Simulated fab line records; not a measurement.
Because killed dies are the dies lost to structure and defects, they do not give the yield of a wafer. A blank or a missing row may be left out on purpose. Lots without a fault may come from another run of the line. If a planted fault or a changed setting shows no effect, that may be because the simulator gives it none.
The tool behind it: which one? :: flow berkeley cmos170 :: 15 lots, 45 wafers sampled, at 6 steps of a route of 331

WHAT THE GAUGES SHOWED, per wafer
UCB170_START_BOW_MEAS_00. Usual: INCOMING_BOW 0 um, standard deviation 6.4.
lot: L319
measured: day 1 10:02
on: film metro-04
INCOMING_BOW (um): -11 -1 -2
flag: 

lot: L320
measured: day 1 15:00
on: film metro-03
INCOMING_BOW (um): 4 -6 0
flag: 

lot: L321
measured: day 1 20:01
on: film metro-04
INCOMING_BOW (um): -8 -1 8
flag: 

lot: L324
measured: day 2 11:01
on: film metro-02
INCOMING_BOW (um): 2 -3 -4
flag: 

lot: L325
measured: day 2 16:04
on: film metro-04
INCOMING_BOW (um): -4 0 1
flag: 

lot: L326
measured: day 2 21:02
on: film metro-04
INCOMING_BOW (um): 1 7 -7
flag: 

lot: L327
measured: day 3 02:02
on: film metro-03
INCOMING_BOW (um): 0 -2 2
flag: 

lot: L328
measured: day 3 07:01
on: film metro-02
INCOMING_BOW (um): 15 -4 -15
flag: 

lot: L329
measured: day 3 12:00
on: film metro-04
INCOMING_BOW (um): -7 0 7
flag: 

lot: L330
measured: day 3 17:01
on: film metro-04
INCOMING_BOW (um): -1 1 6
flag: 

lot: L331
measured: day 3 22:00
on: film metro-02
INCOMING_BOW (um): 6 -4 0
flag: 

lot: L332
measured: day 4 03:00
on: film metro-04
INCOMING_BOW (um): -3 -7 19
flag: 

lot: L337
measured: day 5 04:02
on: film metro-04
INCOMING_BOW (um): -6 2 2
flag: 

lot: L338
measured: day 5 09:00
on: film metro-03
INCOMING_BOW (um): -10 5 -11
flag: 

lot: L341
measured: day 6 00:01
on: film metro-03
INCOMING_BOW (um): 13 6 -4
flag: 

UCB170_NWELL_THK_MEAS_05. Usual: NWELL_NITRIDE_THK 222.3 nm, standard deviation 2.1.
lot: L319
measured: day 2 04:56
on: film metro-01
NWELL_NITRIDE_THK (nm): 225.9 226.4 225.5
flag: 

lot: L320
measured: day 2 04:55
on: film metro-02
NWELL_NITRIDE_THK (nm): 222.3 220.7 221.7
flag: 

lot: L321
measured: day 2 14:06
on: film metro-01
NWELL_NITRIDE_THK (nm): 221.7 222.0 222.2
flag: 

lot: L324
measured: day 3 04:38
on: film metro-01
NWELL_NITRIDE_THK (nm): 221.8 220.2 222.3
flag: 

lot: L325
measured: day 3 13:17
on: film metro-01
NWELL_NITRIDE_THK (nm): 222.8 223.2 221.6
flag: 

lot: L326
measured: day 3 19:49
on: film metro-02
NWELL_NITRIDE_THK (nm): 225.1 223.8 223.7
flag: 

lot: L327
measured: day 4 01:16
on: film metro-04
NWELL_NITRIDE_THK (nm): 222.4 221.9 222.0
flag: 

lot: L328
measured: day 4 01:16
on: film metro-02
NWELL_NITRIDE_THK (nm): 221.8 224.5 222.5
flag: 

lot: L329
measured: day 4 07:30
on: film metro-01
NWELL_NITRIDE_THK (nm): 223.7 220.9 221.8
flag: 

lot: L330
measured: day 4 15:49
on: film metro-01
NWELL_NITRIDE_THK (nm): 222.4 222.3 223.6
flag: 

lot: L331
measured: day 4 15:49
on: film metro-02
NWELL_NITRIDE_THK (nm): 221.5 224.3 224.0
flag: 

lot: L332
measured: day 4 22:11
on: film metro-04
NWELL_NITRIDE_THK (nm): 220.4 219.4 218.7
flag: 

lot: L337
measured: day 6 02:52
on: film metro-04
NWELL_NITRIDE_THK (nm): 181.2 181.3 181.3
flag: OFF

lot: L338
measured: day 6 02:51
on: film metro-01
NWELL_NITRIDE_THK (nm): 180.9 180.2 180.2
flag: OFF

lot: L341
measured: day 6 20:13
on: film metro-01
NWELL_NITRIDE_THK (nm): 181.8 179.0 178.5
flag: OFF

UCB170_PVT_OVL_MEAS_06. Usual: PVT_OVL -2 nm, standard deviation 5.6.
lot: L319
measured: day 5 08:30
on: overlay-01
PVT_OVL (nm): 4 -4 7
flag: 

lot: L320
measured: day 5 08:46
on: overlay-01
PVT_OVL (nm): -3 -4 7
flag: 

lot: L321
measured: day 5 18:01
on: overlay-01
PVT_OVL (nm): 5 4 4
flag: 

lot: L324
measured: day 6 06:23
on: overlay-01
PVT_OVL (nm): -3 -5 -7
flag: 

lot: L325
measured: day 6 16:06
on: overlay-02
PVT_OVL (nm): -3 -3 -8
flag: 

lot: L326
measured: day 7 04:30
on: overlay-02
PVT_OVL (nm): -5 0 3
flag: 

lot: L327
measured: day 7 10:13
on: overlay-01
PVT_OVL (nm): 4 -2 5
flag: 

lot: L328
measured: day 7 09:19
on: overlay-01
PVT_OVL (nm): 6 10 -8
flag: 

lot: L329
measured: day 7 09:56
on: overlay-01
PVT_OVL (nm): -7 -2 -2
flag: 

lot: L330
measured: day 8 01:01
on: overlay-02
PVT_OVL (nm): -8 2 -1
flag: 

lot: L331
measured: day 8 01:31
on: overlay-02
PVT_OVL (nm): -6 -4 -5
flag: 

lot: L332
measured: day 8 14:50
on: overlay-01
PVT_OVL (nm): -4 -6 1
flag: 

lot: L337
measured: day 9 11:46
on: overlay-02
PVT_OVL (nm): 4 1 4
flag: 

lot: L338
measured: day 9 11:49
on: overlay-01
PVT_OVL (nm): -9 -7 0
flag: 

lot: L341
measured: day 10 01:08
on: overlay-02
PVT_OVL (nm): -4 6 -6
flag: 

UCB170_PSD_CD_MEAS_06 targets a cd of 1200 nm. Usual: cd nm 1200.4 nm, standard deviation 1.6.
lot: L319
measured: day 6 06:09
on: cd sem-01
cd nm (nm): 1198.0 1198.8 1198.7
flag: 

lot: L320
measured: day 6 06:23
on: cd sem-02
cd nm (nm): 1200.9 1200.8 1199.9
flag: 

lot: L321
measured: day 6 14:57
on: cd sem-02
cd nm (nm): 1200.4 1199.5 1201.0
flag: 

lot: L324
measured: day 7 05:41
on: cd sem-02
cd nm (nm): 1199.8 1199.2 1199.5
flag: 

lot: L325
measured: day 7 17:38
on: cd sem-02
cd nm (nm): 1199.8 1199.7 1201.0
flag: 

lot: L326
measured: day 8 06:53
on: cd sem-01
cd nm (nm): 1201.4 1201.5 1200.4
flag: 

lot: L327
measured: day 8 07:22
on: cd sem-01
cd nm (nm): 1200.0 1199.9 1198.9
flag: 

lot: L328
measured: day 8 07:01
on: cd sem-02
cd nm (nm): 1200.5 1199.0 1197.8
flag: 

lot: L329
measured: day 8 07:17
on: cd sem-02
cd nm (nm): 1198.4 1199.5 1200.3
flag: 

lot: L330
measured: day 8 23:01
on: cd sem-01
cd nm (nm): 1200.1 1202.0 1200.0
flag: 

lot: L331
measured: day 8 23:19
on: cd sem-02
cd nm (nm): 1201.4 1202.5 1201.6
flag: 

lot: L332
measured: day 9 09:47
on: cd sem-01
cd nm (nm): 1200.1 1200.5 1199.7
flag: 

lot: L337
measured: day 10 11:58
on: cd sem-01
cd nm (nm): 1198.7 1199.3 1198.2
flag: 

lot: L338
measured: day 10 11:41
on: cd sem-02
cd nm (nm): 1201.2 1201.1 1201.4
flag: 

lot: L341
measured: day 11 01:10
on: cd sem-02
cd nm (nm): 1203.6 1203.9 1203.8
flag: 

WHICH TOOL RAN EACH LOT (tool, then ch and the chambers of the sampled wafers, then the start)
lot: L319
UCB170_NWELL_CVD_04: lpcvd-02 ch 1, day 2 02:59
UCB170_NWELL_ETCH_13: rie diel-03 ch 0,1,2, day 2 06:16

lot: L320
UCB170_NWELL_CVD_04: lpcvd-02 ch 0, day 2 02:59
UCB170_NWELL_ETCH_13: rie diel-02 ch 0,3, day 2 06:01

lot: L321
UCB170_NWELL_CVD_04: lpcvd-01 ch 1, day 2 12:10
UCB170_NWELL_ETCH_13: rie diel-01 ch 0,2,3, day 2 15:13

lot: L324
UCB170_NWELL_CVD_04: lpcvd-02 ch 1, day 3 02:42
UCB170_NWELL_ETCH_13: rie diel-02 ch 0,1,3, day 3 06:16

lot: L325
UCB170_NWELL_CVD_04: lpcvd-02 ch 1, day 3 11:19
UCB170_NWELL_ETCH_13: rie diel-02 ch 1,2,3, day 3 14:22

lot: L326
UCB170_NWELL_CVD_04: lpcvd-02 ch 1, day 3 17:52
UCB170_NWELL_ETCH_13: rie diel-02 ch 1,2, day 3 21:04

lot: L327
UCB170_NWELL_CVD_04: lpcvd-02 ch 1, day 3 23:19
UCB170_NWELL_ETCH_13: rie diel-01 ch 0,1,3, day 4 02:19

lot: L328
UCB170_NWELL_CVD_04: lpcvd-02 ch 1, day 3 23:19
UCB170_NWELL_ETCH_13: rie diel-03 ch 0,3, day 4 02:11

lot: L329
UCB170_NWELL_CVD_04: lpcvd-02 ch 1, day 4 05:34
UCB170_NWELL_ETCH_13: rie diel-03 ch 1,2, day 4 08:44

lot: L330
UCB170_NWELL_CVD_04: lpcvd-02 ch 0, day 4 13:53
UCB170_NWELL_ETCH_13: rie diel-01 ch 0,1,3, day 4 16:45

lot: L331
UCB170_NWELL_CVD_04: lpcvd-02 ch 1, day 4 13:53
UCB170_NWELL_ETCH_13: rie diel-03 ch 0,1,2, day 4 17:02

lot: L332
UCB170_NWELL_CVD_04: lpcvd-02 ch 0, day 4 20:15
UCB170_NWELL_ETCH_13: rie diel-01 ch 0,1,3, day 4 23:22

lot: L337
UCB170_NWELL_CVD_04: lpcvd-02 ch 0, day 6 00:55
UCB170_NWELL_ETCH_13: rie diel-03 ch 0,1,2, day 6 04:25

lot: L338
UCB170_NWELL_CVD_04: lpcvd-02 ch 0, day 6 00:55
UCB170_NWELL_ETCH_13: rie diel-01 ch 0,3, day 6 04:09

lot: L341
UCB170_NWELL_CVD_04: lpcvd-02 ch 0, day 6 18:16
UCB170_NWELL_ETCH_13: rie diel-03 ch 0,2,3, day 6 21:52
- UCB170_NWELL_CVD_04: deposits Si3N4 from SiH2Cl2/NH3, target thk 224 nm, time 3360 s.
- UCB170_NWELL_ETCH_13: etches Si3N4 in CH3F/Ar/O2, stops on SiO2, target depth 246.4 nm, time 154 s.

AS READ BY THE TOOLS THEMSELVES (means over the sampled wafers that have a number; for cases with no such wafer, the mark the record gives instead)
UCB170_NWELL_ETCH_13. Usual: drypump motor current A 5.7 A, standard deviation 0.48; oes product au 0.943 a.u., standard deviation 0.011; throttle valve pct 7.97 %, standard deviation 0.15.
lot: L319
tool: rie diel-03
drypump motor current A (A): 5.5
oes product au (a.u.): 0.955
throttle valve pct (%): 8.00
flag: 

lot: L320
tool: rie diel-02
drypump motor current A (A): 5.6
oes product au (a.u.): 0.926
throttle valve pct (%): 8.09
flag: 

lot: L321
tool: rie diel-01
drypump motor current A (A): 5.9
oes product au (a.u.): 0.943
throttle valve pct (%): 7.88
flag: 

lot: L324
tool: rie diel-02
drypump motor current A (A): 5.5
oes product au (a.u.): 0.936
throttle valve pct (%): 7.97
flag: 

lot: L325
tool: rie diel-02
drypump motor current A (A): 5.8
oes product au (a.u.): 0.933
throttle valve pct (%): 7.91
flag: 

lot: L326
tool: rie diel-02
drypump motor current A (A): 5.7
oes product au (a.u.): 0.943
throttle valve pct (%): 7.90
flag: 

lot: L327
tool: rie diel-01
drypump motor current A (A): 5.6
oes product au (a.u.): 0.945
throttle valve pct (%): 7.95
flag: 

lot: L328
tool: rie diel-03
drypump motor current A (A): 5.2
oes product au (a.u.): 0.938
throttle valve pct (%): 8.03
flag: 

lot: L329
tool: rie diel-03
drypump motor current A (A): 5.8
oes product au (a.u.): 0.950
throttle valve pct (%): 7.93
flag: 

lot: L330
tool: rie diel-01
drypump motor current A (A): 5.6
oes product au (a.u.): 0.946
throttle valve pct (%): 7.97
flag: 

lot: L331
tool: rie diel-03
drypump motor current A (A): 5.5
oes product au (a.u.): 0.946
throttle valve pct (%): 7.98
flag: 

lot: L332
tool: rie diel-01
drypump motor current A (A): 5.6
oes product au (a.u.): 0.933
throttle valve pct (%): 7.94
flag: 

lot: L337
tool: rie diel-03
drypump motor current A (A): 5.5
oes product au (a.u.): 0.842
throttle valve pct (%): 7.98
flag: OFF

lot: L338
tool: rie diel-01
drypump motor current A (A): 5.7
oes product au (a.u.): 0.834
throttle valve pct (%): 7.89
flag: OFF

lot: L341
tool: rie diel-03
drypump motor current A (A): 5.6
oes product au (a.u.): 0.833
throttle valve pct (%): 7.97
flag: OFF

THE ANSWER, worked out from the rows above alone
Rule: lot off if the mean of its wafers having a number is beyond 3 standard deviations from the usual mean. A lot without any number at a reading at which 4 lots or more have one is off too. All remaining lots with rows at the step are treated as sound. Order of review: gauges by route order, followed by the tools' own readings, for which a lot's mean as printed above is used. The first step at which some lot is off is used, and at that step the reading that is off furthest; a lot without a number counts as furthest.
Off: at UCB170_NWELL_THK_MEAS_05 (NWELL_NITRIDE_THK), L337, L338, L341.
A tool fits if, at a process step before that reading, it ran every lot that is off, and no sound lot after the first of them. Not tried: the gauges at UCB170_NWELL_THK_MEAS_05; whatever is off there is also off at UCB170_NWELL_ETCH_13, on other tools, and gauge error can't account for it. One candidate fits, namely lpcvd-02 at UCB170_NWELL_CVD_04. Its last sound lot is L332 (day 4 20:15), its first lot that is off L337 (day 6 00:55): a fault that began between those two fits.

WHAT HAD BEEN PUT IN BY THE SIMULATOR
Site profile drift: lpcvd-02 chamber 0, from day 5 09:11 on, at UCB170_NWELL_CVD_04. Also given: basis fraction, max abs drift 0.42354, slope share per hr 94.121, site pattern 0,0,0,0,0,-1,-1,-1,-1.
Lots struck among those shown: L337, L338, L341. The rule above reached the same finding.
